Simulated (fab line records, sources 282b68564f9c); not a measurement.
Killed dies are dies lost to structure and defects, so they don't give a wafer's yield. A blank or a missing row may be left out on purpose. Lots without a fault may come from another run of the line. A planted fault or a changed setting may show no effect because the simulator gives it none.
Which tool did it? | flow rit_cmos | 14 lots, 42 wafers sampled, at 3 steps of a route of 202

WHAT THE GAUGES READ, wafer by wafer
RIT_ACTIVE_BOW_MEAS_00.
lot  | measured    | on            | INCOMING_BOW (um)
L443 | day 1 10:00 | film_metro-03 | -10 8 -3
L444 | day 1 15:01 | film_metro-02 | -2 -2 16
L445 | day 1 20:00 | film_metro-02 | -3 -6 -6
L446 | day 2 01:04 | film_metro-02 | -3 -3 0
L447 | day 2 06:01 | film_metro-02 | -5 11 -5
L448 | day 2 11:02 | film_metro-01 | 19 -2 -7
L452 | day 3 07:02 | film_metro-02 | 6 5 10
L453 | day 3 12:02 | film_metro-01 | 6 1 -10
L457 | day 4 08:00 | film_metro-02 | 4 11 -7
L460 | day 4 23:01 | film_metro-03 | -1 -3 1
L462 | day 5 09:00 | film_metro-03 | 1 4 -6
L463 | day 5 14:04 | film_metro-01 | 4 2 8
L465 | day 6 00:00 | film_metro-01 | 2 -2 -3
L466 | day 6 05:04 | film_metro-03 | 12 -4 5

RIT_SILICIDE_THK_MEAS_03: measures by xrf.
lot  | measured    | on            | SILICIDE_TI_THK (nm)
L443 | day 3 10:40 | film_metro-02 | 30.2 30.2 30.3
L444 | day 3 16:50 | film_metro-03 | 30.4 30.4 30.2
L445 | day 3 22:47 | film_metro-04 | 30.4 30.1 30.4
L446 | day 4 04:10 | film_metro-04 | 30.8 31.1 31.1
L447 | day 4 14:11 | film_metro-03 | 30.2 30.2 30.1
L448 | day 4 19:20 | film_metro-03 | 30.3 30.4 30.1
L452 | day 5 09:05 | film_metro-04 | 30.9 31.0 30.6
L453 | day 5 15:19 | film_metro-04 | 30.8 30.7 30.6
L457 | day 6 06:52 | film_metro-02 | 30.2 30.2 29.8
L460 | day 6 18:32 | film_metro-03 | 29.9 30.1 29.8
L462 | day 7 07:23 | film_metro-04 | 30.0 30.2 29.8
L463 | day 7 09:25 | film_metro-04 | 30.4 30.6 30.7
L465 | day 7 23:03 | film_metro-02 | 30.4 30.2 30.6
L466 | day 8 04:49 | film_metro-04 | 30.3 30.4 30.1

RIT_CONTACT_CD_MEAS_08: target cd 1000 nm.
lot  | measured    | on        | cd_nm (nm)
L443 | day 3 11:59 | cd_sem-01 | 1004.1 1006.4 1005.9
L444 | day 3 18:17 | cd_sem-01 | 999.8 1000.0 1000.0
L445 | day 4 00:06 | cd_sem-02 | 998.9 998.4 997.0
L446 | day 4 05:34 | cd_sem-02 | 997.6 999.1 998.5
L447 | day 4 15:35 | cd_sem-02 | 996.3 999.1 999.2
L448 | day 4 21:01 | cd_sem-02 | 997.2 996.1 998.9
L452 | day 5 10:37 | cd_sem-02 | 1003.7 1002.5 1004.4
L453 | day 5 16:43 | cd_sem-02 | 998.4 998.0 1000.0
L457 | day 6 08:11 | cd_sem-01 | 1001.7 1000.2 1000.8
L460 | day 6 19:59 | cd_sem-02 | 1002.7 1005.2 1003.8
L462 | day 7 08:43 | cd_sem-02 | 1001.6 998.4 999.3
L463 | day 7 10:45 | cd_sem-01 | 1001.9 1001.8 1000.5
L465 | day 8 00:29 | cd_sem-02 | 999.8 1002.2 999.8
L466 | day 8 06:18 | cd_sem-02 | 1002.5 1002.5 1001.4

WHICH TOOL RAN EACH LOT (tool, then ch and the chambers of the sampled wafers, then the start)
The record holds no process step before these readings.

WHAT THE TOOLS THEMSELVES READ (means of the sampled wafers that have a number; where no wafer has one, the mark that the record gives instead)
The record holds no such reading with a usual standard deviation.

THE ANSWER, worked out from the rows above alone
Rule: what is usual is taken from the lots themselves. Put in order of their means at a reading, lots are off if they are a third of the lots or fewer, leave a main group of 4 or more, and stand apart from it by a gap of 3 or more times the standard deviation of the main group's means; of several such gaps the widest counts. A main group whose means are all the same, to the digits that the tables above print for the reading, isn't used. A lot without any number at a reading at which 4 lots or more have one is off too. The other lots that the step has rows for count as sound. The gauges are gone through in route order, then the tools' own readings, and for those a lot's mean is taken as printed above. The first step at which some lot is off is used, and at that step the reading that is off furthest; a lot without a number counts as furthest.
No lot is off at any reading shown: from this, nothing can be told.

WHAT THE SIMULATOR HAD PUT IN
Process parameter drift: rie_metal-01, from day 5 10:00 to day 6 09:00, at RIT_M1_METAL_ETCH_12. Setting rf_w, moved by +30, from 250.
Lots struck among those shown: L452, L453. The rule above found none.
